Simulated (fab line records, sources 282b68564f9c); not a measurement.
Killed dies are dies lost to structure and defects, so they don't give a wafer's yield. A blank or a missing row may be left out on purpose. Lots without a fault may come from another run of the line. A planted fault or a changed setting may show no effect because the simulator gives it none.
A struck lot beside a sound one | flow rit_cmos | 21 steps out of a route of 202
Sound: wafers L881.3, L881.4, L881.5. Struck: wafers L887.3, L887.4, L887.5. The cause comes at the end.
At each step with rows: each side's tool, then ch and its chambers, then its first start. Under that, the readings that differ: sound wafers | struck wafers | difference of the means | sigmas: that difference in standard deviations of wafers without a fault.
alike: readings whose means differ by less than 2 such deviations, and words and numbers that are the same on both sides. not compared: withheld readings, readings that some wafer has no value for, bounds like >300 that may hide the same value, and numbers for which the record gives no deviation and whose values overlap.
The two part at a step that has a row with sigmas, a row that says differs or no value, or rows on one side only. Numbers that don't overlap but have no deviation are shown without sigmas and don't part them. A reading that every wafer of one side lacks parts them only if that side has two wafers or more.

first, 6 steps without rows for these wafers: RIT_NRETRO_HMDS_00 (prime time 60 s); RIT_NRETRO_COAT_01 (resist thk 1300 nm); RIT_NRETRO_SOFTBAKE_02 (time 60 s); RIT_NRETRO_EXPOSE_03 (exposes mask M4, target cd 43900 nm); RIT_NRETRO_PEB_04; RIT_NRETRO_DEVELOP_05 (develop time 68 s).
RIT_NRETRO_OVL_MEAS_06:
  sound on overlay-02, day 3 23:02; struck on overlay-01, day 5 09:03
  alike: NRETRO_OVL
then, 2 steps without rows for these wafers: RIT_NRETRO_HARDBAKE_07 (time 120 s); RIT_NRETRO_IMPLANT_08.
RIT_NRETRO_STRIP_09: strips in O2, time 180 s.
  sound on plasma_asher-02 ch 0,1, day 3 23:31; struck on plasma_asher-02 ch 0,1, day 5 09:32
  alike: drypump_motor_current_A, o2_flow_sccm
  not compared: rf_hours_counter_h
RIT_NRETRO_TW_MEAS_10:
  sound on film_metro-02, day 3 23:39; struck on film_metro-03, day 5 09:40
  alike: NRETRO_TW
then, 1 step without rows for these wafers: RIT_PRETRO_HMDS_00 (prime time 60 s).
RIT_PRETRO_COAT_01: resist thk 1300 nm.
  sound on litho_track-01 ch 0, day 3 23:53; struck on litho_track-01 ch 0, day 5 09:55
  reading                                     | sound          | struck            | difference | sigmas
  model.NOVOLAK_of_PRETRO_COAT_01.thk_nm (nm) | 1303 1303 1298 | 260.9 260.5 260.9 | -1040.6    |
then, 4 steps without rows for these wafers: RIT_PRETRO_SOFTBAKE_02 (time 60 s); RIT_PRETRO_EXPOSE_03 (exposes mask M5, target cd 43700 nm); RIT_PRETRO_PEB_04; RIT_PRETRO_DEVELOP_05 (develop time 65.41 s).
RIT_PRETRO_OVL_MEAS_06:
  sound on overlay-01, day 4 00:37; struck on overlay-01, day 5 10:43
  alike: PRETRO_OVL
RIT_PRETRO_HARDBAKE_07: time 120 s.
  sound on litho_track-02 ch 0, day 4 00:43; struck on litho_track-01 ch 0, day 5 10:50
  reading                                     | sound          | struck            | difference | sigmas
  model.NOVOLAK_of_PRETRO_COAT_01.thk_nm (nm) | 1140 1140 1135 | 235.1 234.7 235.1 | -903.4     |
then, 2 steps without rows for these wafers: RIT_PRETRO_IMPLANT_08; RIT_M1_PROBE_99.

WHERE THEY PART
Nowhere in this record.

WHY: what the simulator had put in
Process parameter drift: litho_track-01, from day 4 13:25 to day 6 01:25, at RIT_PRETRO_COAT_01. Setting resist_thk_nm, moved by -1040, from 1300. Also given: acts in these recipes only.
